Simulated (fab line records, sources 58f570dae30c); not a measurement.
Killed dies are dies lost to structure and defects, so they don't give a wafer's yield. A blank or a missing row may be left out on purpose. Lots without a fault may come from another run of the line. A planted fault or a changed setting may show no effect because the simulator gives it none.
One fault seen from 2 desks | flow berkeley_cmos170 | each desk has only its own numbers; what lay behind them comes last

THE TOOL OWNER'S DESK: litho_track-04
The tool's own readings at UCB170_V2_PEB_10: means of the sampled wafers that have a number, for each lot that ran on this tool. A lot is out of limits, marked OUT, if its mean lies more than 4 standard deviations from the usual mean; the brackets give that distance.
Columns: A = heater_power_total_W at UCB170_V2_PEB_10, usual 56.80 W; B = resist_line_temp_C at UCB170_V2_PEB_10, usual 23.03 C
lot  | first seen here | A               | B
L206 | day 9 10:43     | 56.80           | 23.11
L207 | day 9 10:56     | 56.79           | 23.05
L217 | day 10 17:03    | 56.78           | 23.02
L225 | day 12 15:08    | 60.50 (+79) OUT | 22.88
L224 | day 12 15:45    | 60.51 (+79) OUT | 22.97
This desk's finding: out of limits on L224, L225; first on L225, day 12 15:08 (heater_power_total_W at UCB170_V2_PEB_10). In limits: L206, L207, L217.

THE METROLOGY DESK
What the gauges read, lot by lot, whatever tool the lot ran on: means of the sampled wafers that have a number. A lot is out of limits, marked OUT, if its mean lies more than 4 standard deviations from the usual mean; the brackets give that distance.
Columns: A = cd_nm at UCB170_V2_CD_MEAS_12, usual 699.8 nm; B = cd_nm at UCB170_V2_CD_MEAS_90, usual 699.7 nm; C = M3_AL_THK at UCB170_M3_THK_MEAS_03, usual 916 nm
lot  | first seen here | A               | B               | C
L206 | day 9 10:58     | 699.8           | 699.6           | 924
L207 | day 9 11:13     | 699.4           | 699.7           | 895
L208 | day 9 11:54     | 700.2           | 699.8           | 933
L211 | day 9 12:14     | 699.4           | 699.3           | 902
L213 | day 10 06:49    | 700.9           | 701.0           | 919
L212 | day 10 07:05    | 700.0           | 699.5           | 917
L214 | day 10 07:11    | 699.3           | 699.4           | 919
L215 | day 10 07:23    | 697.2           | 697.2           | 915
L217 | day 10 17:19    | 699.6           | 699.6           | 925
L218 | day 11 10:34    | 699.3           | 698.7           | 922
L225 | day 12 15:25    | 685.1 (-11) OUT | 684.8 (-11) OUT | 914
L224 | day 12 16:01    | 685.0 (-11) OUT | 684.9 (-11) OUT | 925
L228 | day 12 23:45    | 701.1           | 700.8           | 903
L229 | day 13 08:03    | 702.0           | 701.5           | 925
This desk's finding: out of limits on L224, L225; first on L225, day 12 15:25 (cd_nm at UCB170_V2_CD_MEAS_12). In limits: L206, L207, L208, L211, L213, L212, L214, L215, L217, L218, L228, L229.

PUT TOGETHER
The tool owner's desk could have raised an alarm at day 12 15:08, on L224, L225.
The metrology desk could have raised an alarm at day 12 15:25, on L224, L225.
Of the lots named, all ran UCB170_V2_PEB_10 on litho_track-04.

WHAT THE SIMULATOR HAD PUT IN
Process parameter drift: litho_track-04, from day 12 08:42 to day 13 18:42, at UCB170_V2_PEB_10. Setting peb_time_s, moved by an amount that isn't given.
Lots struck among those shown: L224, L225.
Hours from the fault's start to each desk's first reading out of limits: the tool owner's desk, 6; the metrology desk, 7.
